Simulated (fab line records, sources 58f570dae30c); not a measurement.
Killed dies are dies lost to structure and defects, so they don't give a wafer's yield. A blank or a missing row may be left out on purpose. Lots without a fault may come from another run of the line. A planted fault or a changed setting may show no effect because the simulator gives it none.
Problem report in the 8D (eight disciplines) form, filled by code | flow berkeley_cmos170 | the parts of the form that need people (team, actions taken, sign-off) are left out

1. THE PROBLEM
run_length_s at UCB170_ACTIVE_ETCH_15 reads a mean of 172.0 s on 9 wafers of 3 lots; wafers without a fault read 179.4 s with a standard deviation of 0.44. That is -17 standard deviations from the usual mean.
The step: etches Si3N4 in CH3F/Ar/O2, stops on SiO2, target depth 242 nm, time 151 s.
First seen on wafer L599.1, day 7 23:59, on rie_diel-01. The record holds 45 wafers of 15 lots with a number at this step. Rule for "out", or "out of limits": more than 4 standard deviations from the usual mean. The other wafers with a number count as sound.

2. WHAT IT IS AND WHAT IT IS NOT
question                    | is                     | is not
which readings at this step | run_length_s           | drypump_motor_current_A
which lots                  | L599, L603, L604       | L582, L584, L586, L587, L588, L590, L591, L592, L594, L595, L597, L600
which wafers of those lots  | all that have a number | -
read on which tools         | rie_diel-01            | rie_diel-03, rie_diel-04
when                        | from day 7 23:59       | up to then (36 sound wafers)

3. SUSPECTS, AND WHAT RULES EACH OUT
Counting: a tool at a process step up to the reading stays a suspect if it ran every lot that is out and no sound lot after the first of them.
- rie_diel-01 at UCB170_ACTIVE_ETCH_15 (etches Si3N4 in CH3F/Ar/O2, stops on SiO2, target depth 242 nm, time 151 s): kept. It ran every lot that is out, first L599 (day 7 23:59), and no sound lot after that; its last sound lot up to then is L594 (day 6 15:11). Its own readings are out on those wafers: run_length_s.
Left after counting: rie_diel-01 at UCB170_ACTIVE_ETCH_15.

4. THE CAUSE (what the simulator had put in)
Process parameter drift: rie_diel-01, from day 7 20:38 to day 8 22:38, at UCB170_ACTIVE_ETCH_15. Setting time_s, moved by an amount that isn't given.
Counting left only this tool.

5. THE CHAIN OF EFFECTS, in route order
Each row: a reading whose mean over the struck wafers that have a number lies more than 3 standard deviations from the usual. Only readings for which the record gives a usual standard deviation are gone through. hours: the time from each lot's start at the first step in this table that gives one to its start at this step, as a median over the lots. sigmas: the change in usual standard deviations.
hours | step                  | reading        | usual      | on struck wafers | change | sigmas
0     | UCB170_ACTIVE_ETCH_15 | oes_product_au | 0.948 a.u. | 1.005            | +0.057 | +4.4
0     | UCB170_ACTIVE_ETCH_15 | run_length_s   | 179.4 s    | 172.0            | -7.4   | -17
The process steps in it:
- UCB170_ACTIVE_ETCH_15: etches Si3N4 in CH3F/Ar/O2, stops on SiO2, target depth 242 nm, time 151 s.
Later measuring or inspecting steps at which every struck wafer that the step has a row for has a number for every such reading, and none has moved that far: UCB170_PFIELD_OVL_MEAS_06.

6. WHAT WOULD HAVE CAUGHT IT SOONER
In this record the first reading out of limits was taken at day 7 23:59, 3 hours after the fault began at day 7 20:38.
